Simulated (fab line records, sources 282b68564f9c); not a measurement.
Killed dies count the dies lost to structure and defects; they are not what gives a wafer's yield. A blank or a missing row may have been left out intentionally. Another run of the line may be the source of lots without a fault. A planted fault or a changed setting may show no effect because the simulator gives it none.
Struck lot and sound lot, side by side ; flow rit_cmos ; 44 out of 202 route steps
Sound: these wafers, L817.1, L817.2, L817.5. Wafers struck: L821.2, L821.4, L821.5. The cause is given at the end.
Order at every step that has rows: each side's tool, ch and its chambers, its first start. Under that, the readings that differ: sound wafers ; struck wafers ; difference of the means ; sigmas: that difference in standard deviations of wafers without a fault.
alike: readings with means less than 2 such deviations apart, plus words and numbers identical on both sides. not compared: withheld readings, readings lacking a value on some wafer, bounds such as >300 that could conceal the same value, and numbers that have no deviation in the record and whose values overlap.
The two part at a step that has a row with sigmas, a row that says differs or no value, or rows on one side only. Numbers that have no deviation but don't overlap get no sigmas and don't part them. A reading that every wafer of one side lacks parts them only if that side has two wafers or more.

first, 2 steps without rows for these wafers: RIT_NLDD_HARDBAKE_07 (time 60 s); RIT_NLDD_IMPLANT_08.
RIT_NLDD_STRIP_09: strips in O2, time 180 s.
  sound on plasma_asher-04 ch 0,1, day 6 17:47; struck on plasma_asher-02 ch 0,1, day 7 09:13
  alike: drypump_motor_current_A, o2_flow_sccm
  not compared: rf_hours_counter_h
RIT_NLDD_TW_MEAS_10:
  struck on film_metro-03, day 7 09:24; sound on film_metro-01, day 6 17:58
  alike: NLDD_TW
then, 6 steps without rows for these wafers: RIT_PLDD_HMDS_00 (prime time 60 s); RIT_PLDD_COAT_01 (resist thk 1000 nm); RIT_PLDD_SOFTBAKE_02 (time 60 s); RIT_PLDD_EXPOSE_03 (exposes mask M8, target cd 40900 nm); RIT_PLDD_PEB_04; RIT_PLDD_DEVELOP_05 (develop time 50 s).
RIT_PLDD_OVL_MEAS_06:
  struck on overlay-01, day 7 10:18; sound on overlay-01, day 6 19:00
  alike: PLDD_OVL
then, 1 step without rows for these wafers: RIT_PLDD_HARDBAKE_07 (time 60 s).
RIT_PLDD_IMPLANT_08:
  sound on implanter-01 ch 0, day 6 19:11; struck on implanter-03 ch 0, day 7 10:31
reading;sound;struck;difference;sigmas
beam_energy_keV;19.995 19.996 20.000;16.403 16.391 16.395;-3.601;-99 or more
model.implant.rp_nm (nm);17.22 17.22 17.22;14.93 14.93 14.93;-2.29;
model.implant.drp_nm (nm);9.752 9.752 9.752;8.481 8.481 8.481;-1.271;
RIT_PLDD_STRIP_09: strips in O2, time 180 s.
  sound on plasma_asher-01 ch 0,1, day 6 19:20; struck on plasma_asher-01 ch 0,1, day 7 10:38
  alike: drypump_motor_current_A, o2_flow_sccm
  not compared: rf_hours_counter_h
RIT_PLDD_TW_MEAS_10:
  struck on film_metro-02, day 7 10:49; sound on film_metro-03, day 6 19:31
reading;sound;struck;difference;sigmas
PLDD_TW;2345 2333 2344;2208 2214 2221;-126;-13
then, 4 steps without rows for these wafers: RIT_SPACER_CLEAN_00 (cleans in SC1, time 600 s); RIT_SPACER_CLEAN_01 (cleans in dHF, time 30 s); RIT_SPACER_CLEAN_02 (cleans in SC2, time 600 s); RIT_SPACER_CVD_03 (deposits Si3N4 from SiH2Cl2/NH3, target thk 250 nm, time 3300 s).
RIT_SPACER_THK_MEAS_04:
  struck on film_metro-04, day 7 15:00; sound on film_metro-04, day 6 21:52
  alike: SPACER_NITRIDE_THK
RIT_SPACER_ETCHBACK_05: etches Si3N4 in SF6/CHF3, stops on SiO2, target depth 250 nm, time 240 s.
  sound on rie_diel-02 ch 0,2, day 6 21:56; struck on rie_diel-03 ch 0,1,2, day 7 15:03
  alike: drypump_motor_current_A, oes_product_au, throttle_valve_pct
  not compared: rf_hours_counter_h
then, 6 steps without rows for these wafers: RIT_NSD_HMDS_00 (prime time 60 s); RIT_NSD_COAT_01 (resist thk 1000 nm); RIT_NSD_SOFTBAKE_02 (time 60 s); RIT_NSD_EXPOSE_03 (exposes mask M9, target cd 40700 nm); RIT_NSD_PEB_04; RIT_NSD_DEVELOP_05 (develop time 50 s).
RIT_NSD_OVL_MEAS_06:
  struck on overlay-02, day 7 16:04; sound on overlay-01, day 6 23:04
  alike: NSD_OVL
then, 2 steps without rows for these wafers: RIT_NSD_HARDBAKE_07 (time 60 s); RIT_NSD_IMPLANT_08.
RIT_NSD_STRIP_09: strips in O2, time 180 s.
  sound on plasma_asher-01 ch 0,1, day 6 23:23; struck on plasma_asher-01 ch 0,1, day 7 16:23
  alike: drypump_motor_current_A, o2_flow_sccm
  not compared: rf_hours_counter_h
RIT_NSD_TW_MEAS_10:
  struck on film_metro-01, day 7 16:34; sound on film_metro-02, day 6 23:34
  alike: NSD_TW
then, 6 steps without rows for these wafers: RIT_PSD_HMDS_00 (prime time 60 s); RIT_PSD_COAT_01 (resist thk 1000 nm); RIT_PSD_SOFTBAKE_02 (time 60 s); RIT_PSD_EXPOSE_03 (exposes mask M10, target cd 40900 nm); RIT_PSD_PEB_04; RIT_PSD_DEVELOP_05 (develop time 50 s).
RIT_PSD_OVL_MEAS_06:
  struck on overlay-02, day 7 17:36; sound on overlay-02, day 7 00:29
  alike: PSD_OVL
then, 2 steps without rows for these wafers: RIT_PSD_HARDBAKE_07 (time 60 s); RIT_PSD_IMPLANT_08.
RIT_PSD_STRIP_09: strips in O2, time 180 s.
  sound on plasma_asher-02 ch 0,1, day 7 00:49; struck on plasma_asher-02 ch 0,1, day 7 17:56
  alike: drypump_motor_current_A, o2_flow_sccm
  not compared: rf_hours_counter_h
RIT_SDANNEAL_RS_MEAS_06: measurement is done with a four-point probe.
  struck on film_metro-01, day 7 18:51; sound on film_metro-01, day 7 01:43
reading;sound;struck;difference;sigmas
PLDD_RS (ohm/sq);178.2 178.9 178.2;192.0 191.5 192.2;+13.5;+26
RIT_M1_PROBE_99:
  struck on prober-02, day 8 02:07; sound on prober-02, day 7 08:50
reading;sound;struck;difference;sigmas
model.etest.pmos_turned.r_on_ohm_um;3425 3566 3466;4427 4256 4359;+862;
model.etest.pmos_0p3.r_on_ohm_um;6288 6391 6334;7028 6974 7073;+687;
model.etest.pmos_0p15.r_on_ohm_um;2778 2881 2835;3352 3298 3400;+519;
model.etest.pldd.rs_ohm_sq;497.2 509.7 484;783 719.4 717.4;+243;
model.etest.pldd.line_ohm_um;155.3 158.3 151.6;242.8 224.3 230.2;+77.4;
model.etest.pmos_turned.drive_ua_um;189.7 185.4 186.4;130.1 139.3 137.2;-51.6;
model.etest.pmos_0p15.drive_ua_um;252.4 246.8 247.3;206.1 210.1 206.8;-41.2;
model.etest.pmos_narrow.drive_ua_um;105.5 103.6 103.5;89.94 89.41 89.58;-14.56;
  alike: killed_at_contacts, killed_at_front_end, killed_dies, killed_open, killed_short

== WHERE THEY PART ==
Earliest at RIT_PLDD_IMPLANT_08; latest, in this record, at RIT_SDANNEAL_RS_MEAS_06. Later steps at which nothing parts them and some readings are alike: RIT_M1_PROBE_99.

WHY: what had been put in by the simulator
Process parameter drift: implanter-03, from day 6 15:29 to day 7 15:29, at RIT_PLDD_IMPLANT_08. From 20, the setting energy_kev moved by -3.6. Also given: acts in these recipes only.
